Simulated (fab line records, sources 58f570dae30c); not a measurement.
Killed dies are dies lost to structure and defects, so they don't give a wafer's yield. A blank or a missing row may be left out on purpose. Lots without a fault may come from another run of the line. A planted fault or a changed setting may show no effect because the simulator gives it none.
Tool commonality check | flow berkeley_cmos170 | 14 lots, 42 wafers sampled

WHY IT WAS OPENED
At UCB170_GATE_THK_MEAS_05 the reading GATE_POLY_THK is flagged on 2 of 14 lots. Wafers without a fault read 214.9 nm, standard deviation 2.
Rule: a lot is flagged when every wafer of it that has a number lies more than 4 standard deviations from that mean, or none has a number. The other lots count as sound.

lot  | measured     | on            | GATE_POLY_THK (nm), wafer by wafer | flag
L766 | day 5 20:18  | film_metro-03 | 216.7 216.5 216.5                  |
L767 | day 6 05:28  | film_metro-03 | 213.9 212.7 211.8                  |
L768 | day 6 12:13  | film_metro-02 | 212.1 212.8 212.0                  |
L769 | day 6 20:31  | film_metro-01 | 215.5 214.0 214.9                  |
L771 | day 6 22:11  | film_metro-02 | 431.6 432.2 428.4                  | FLAGGED
L774 | day 7 14:16  | film_metro-03 | 428.3 426.5 425.2                  | FLAGGED
L778 | day 8 03:10  | film_metro-01 | 216.4 215.5 216.0                  |
L780 | day 9 02:29  | film_metro-02 | 214.9 214.9 215.4                  |
L784 | day 9 10:18  | film_metro-03 | 217.0 216.6 215.7                  |
L783 | day 9 10:19  | film_metro-01 | 217.6 217.9 219.0                  |
L786 | day 10 09:42 | film_metro-01 | 217.2 216.7 216.7                  |
L787 | day 10 09:42 | film_metro-02 | 217.0 217.8 216.0                  |
L788 | day 10 09:46 | film_metro-03 | 214.1 212.8 212.7                  |
L789 | day 10 19:16 | film_metro-01 | 217.8 218.5 218.5                  |
The numbers of the flagged lots are 428.7 nm on average: +213.8 nm against the usual, or +99 or more standard deviations.

WHICH TOOL RAN EACH LOT
The record holds 1 process step before the reading, out of a route of 331 steps. In each cell: the tool, then ch and the chambers that the sampled wafers went through, then the start.
lot  | flag    | UCB170_GATE_CVD_04
L766 |         | lpcvd-01 ch 1, day 5 18:53
L767 |         | lpcvd-02 ch 1, day 6 04:04
L768 |         | lpcvd-02 ch 1, day 6 10:49
L769 |         | lpcvd-01 ch 0, day 6 19:06
L771 | FLAGGED | lpcvd-01 ch 1, day 6 19:06
L774 | FLAGGED | lpcvd-01 ch 1, day 7 09:40
L778 |         | lpcvd-02 ch 1, day 8 01:45
L780 |         | lpcvd-02 ch 0, day 9 01:05
L784 |         | lpcvd-01 ch 0, day 9 08:54
L783 |         | lpcvd-01 ch 0, day 9 08:54
L786 |         | lpcvd-01 ch 0, day 10 08:17
L787 |         | lpcvd-01 ch 0, day 10 08:17
L788 |         | lpcvd-01 ch 0, day 10 08:17
L789 |         | lpcvd-02 ch 1, day 10 17:52
What these steps do:
- UCB170_GATE_CVD_04: deposits poly-Si from SiH4, time 1440 s, target thk 214 nm.
- UCB170_GATE_THK_MEAS_05

FLAGGED OVER TOTAL, TOOL BY TOOL (the gauges that took the reading come last)
step                    | tool          | lots run | flagged | share of the flagged lots | sound lots run after its first flagged lot
UCB170_GATE_CVD_04      | lpcvd-01      | 9        | 2       | all                       | 5 (L783,L784,L786,L787,L788)
UCB170_GATE_CVD_04      | lpcvd-02      | 5        | 0       | none                      | -
UCB170_GATE_THK_MEAS_05 | film_metro-01 | 5        | 0       | none                      | -
UCB170_GATE_THK_MEAS_05 | film_metro-02 | 4        | 1       | some                      | 2 (L780,L787)
UCB170_GATE_THK_MEAS_05 | film_metro-03 | 5        | 1       | some                      | 2 (L784,L788)

WHAT THE TABLE ALLOWS
1 row of the table ran every flagged lot: lpcvd-01 at UCB170_GATE_CVD_04.
- lpcvd-01 at UCB170_GATE_CVD_04: 2 of its 9 lots flagged. Sound lots ran on it after the first flagged one (L783, L784, L786, L787, L788), which a lasting fault on the whole tool wouldn't allow.
No row of the table ran every flagged lot and no sound lot after the first.

WHAT THE SIMULATOR HAD PUT IN
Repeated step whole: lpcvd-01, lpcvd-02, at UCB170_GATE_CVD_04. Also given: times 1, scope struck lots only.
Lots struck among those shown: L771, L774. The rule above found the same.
